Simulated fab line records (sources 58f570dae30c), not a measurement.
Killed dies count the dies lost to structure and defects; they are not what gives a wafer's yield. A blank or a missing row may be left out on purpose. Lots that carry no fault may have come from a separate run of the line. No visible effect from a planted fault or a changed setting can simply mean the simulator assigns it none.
Tool commonality check | flow berkeleyCmos170 | 45 wafers sampled across 15 lots

## REASON IT WAS OPENED
At UCB170_NLDD_TW_MEAS_11 the reading NLDD_TW is flagged on 3 of 15 lots. Fault-free wafers read 2219, with a standard deviation of 12.
Rule: a lot gets a flag if all its wafers with a number sit over 4 standard deviations from that mean, or if no wafer of it has a number. All remaining lots are regarded as sound.

lot  | measured     | on           | NLDD_TW, wafer by wafer | flag
L865 | day 6 18:22  | filmMetro-03 | 2228 2221 2226          | 
L866 | day 6 18:36  | filmMetro-04 | 2216 2219 2223          | 
L864 | day 6 18:50  | filmMetro-04 | 2212 2215 2227          | 
L867 | day 6 21:11  | filmMetro-02 | 2214 2217 2215          | 
L871 | day 7 17:36  | filmMetro-02 | 2111 2112 2102          | FLAGGED
L872 | day 8 07:24  | filmMetro-02 | 2096 2079 2080          | FLAGGED
L874 | day 8 20:47  | filmMetro-03 | 2122 2130 2119          | FLAGGED
L881 | day 9 17:44  | filmMetro-04 | 2215 2210 2203          | 
L879 | day 9 18:26  | filmMetro-03 | 2228 2238 2229          | 
L878 | day 9 18:34  | filmMetro-04 | 2216 2225 2211          | 
L884 | day 10 11:05 | filmMetro-03 | 2223 2225 2223          | 
L883 | day 10 11:32 | filmMetro-02 | 2203 2201 2201          | 
L885 | day 10 11:39 | filmMetro-03 | 2230 2243 2228          | 
L887 | day 10 16:22 | filmMetro-03 | 2219 2222 2221          | 
L886 | day 10 16:55 | filmMetro-02 | 2209 2197 2200          | 
The numbers of the flagged lots are 2106 on average: -113 against the usual, or -9 standard deviations.

## EACH LOT AND THE TOOL IT RAN ON
The record holds 2 process steps before the reading, out of a route of 331 steps. Read each cell as the tool, then ch plus the chambers that the sampled wafers visited, then the start.
lot  | flag    | UCB170_PLDD_STRIP_10                | UCB170_NLDD_IMPLANT_09
L865 |         | plasmaAsher-01 ch 0,1, day 6 16:32  | implanter-04 ch 0, day 6 18:07
L866 |         | plasmaAsher-04 ch 0,1, day 6 16:33  | implanter-01 ch 0, day 6 18:21
L864 |         | plasmaAsher-03 ch 1, day 6 16:40    | implanter-02 ch 0, day 6 18:35
L867 |         | plasmaAsher-04 ch 0,1, day 6 19:27  | implanter-02 ch 0, day 6 20:57
L871 | FLAGGED | plasmaAsher-01 ch 0, day 7 15:52    | implanter-02 ch 0, day 7 17:21
L872 | FLAGGED | plasmaAsher-01 ch 0,1, day 8 05:29  | implanter-02 ch 0, day 8 07:09
L874 | FLAGGED | plasmaAsher-04 ch 0,1, day 8 18:46  | implanter-02 ch 0, day 8 20:33
L881 |         | plasmaAsher-03 ch 0,1, day 9 14:50  | implanter-04 ch 0, day 9 17:29
L879 |         | plasmaAsher-01 ch 0,1, day 9 15:07  | implanter-01 ch 0, day 9 18:11
L878 |         | plasmaAsher-01 ch 0,1, day 9 15:14  | implanter-04 ch 0, day 9 18:20
L884 |         | plasmaAsher-03 ch 0,1, day 10 08:10 | implanter-01 ch 0, day 10 10:50
L883 |         | plasmaAsher-04 ch 0,1, day 10 08:37 | implanter-04 ch 0, day 10 11:17
L885 |         | plasmaAsher-01 ch 0,1, day 10 08:53 | implanter-01 ch 0, day 10 11:25
L887 |         | plasmaAsher-03 ch 0,1, day 10 14:20 | implanter-04 ch 0, day 10 16:07
L886 |         | plasmaAsher-04 ch 0,1, day 10 14:27 | implanter-04 ch 0, day 10 16:40
What these steps do:
- UCB170_PLDD_STRIP_10: strips in O2.
- UCB170_NLDD_IMPLANT_09
- UCB170_NLDD_TW_MEAS_11

## FLAGGED OVER TOTAL, TOOL BY TOOL (the gauges that took the reading come last)
step                   | tool           | lots run | flagged | share of the flagged lots | sound lots run after its first flagged lot
UCB170_PLDD_STRIP_10   | plasmaAsher-01 | 6        | 2       | some                      | 3 (L879,L878,L885)
UCB170_PLDD_STRIP_10   | plasmaAsher-03 | 4        | 0       | none                      | -
UCB170_PLDD_STRIP_10   | plasmaAsher-04 | 5        | 1       | some                      | 2 (L883,L886)
UCB170_NLDD_IMPLANT_09 | implanter-01   | 4        | 0       | none                      | -
UCB170_NLDD_IMPLANT_09 | implanter-02   | 5        | 3       | all                       | 0
UCB170_NLDD_IMPLANT_09 | implanter-04   | 6        | 0       | none                      | -
UCB170_NLDD_TW_MEAS_11 | filmMetro-02   | 5        | 2       | some                      | 2 (L883,L886)
UCB170_NLDD_TW_MEAS_11 | filmMetro-03   | 6        | 1       | some                      | 4 (L879,L884,L885,L887)
UCB170_NLDD_TW_MEAS_11 | filmMetro-04   | 4        | 0       | none                      | -

## WHAT THE TABLE PERMITS
Rows of the table that ran each flagged lot: 1, that is implanter-02 at UCB170_NLDD_IMPLANT_09.
- implanter-02 at UCB170_NLDD_IMPLANT_09: 3 of its 5 lots flagged. A fault beginning between L867 (day 6 20:57), its last sound lot, and L871 (day 7 17:21), its first flagged one, fits the data.
What remains is a single tool, implanter-02 at UCB170_NLDD_IMPLANT_09.

## WHAT THE SIMULATOR PUT IN
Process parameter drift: implanter-02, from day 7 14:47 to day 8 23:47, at UCB170_NLDD_IMPLANT_09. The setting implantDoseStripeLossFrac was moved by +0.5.
Struck lots among those shown: L871, L872, L874. The rule given above showed the same thing.
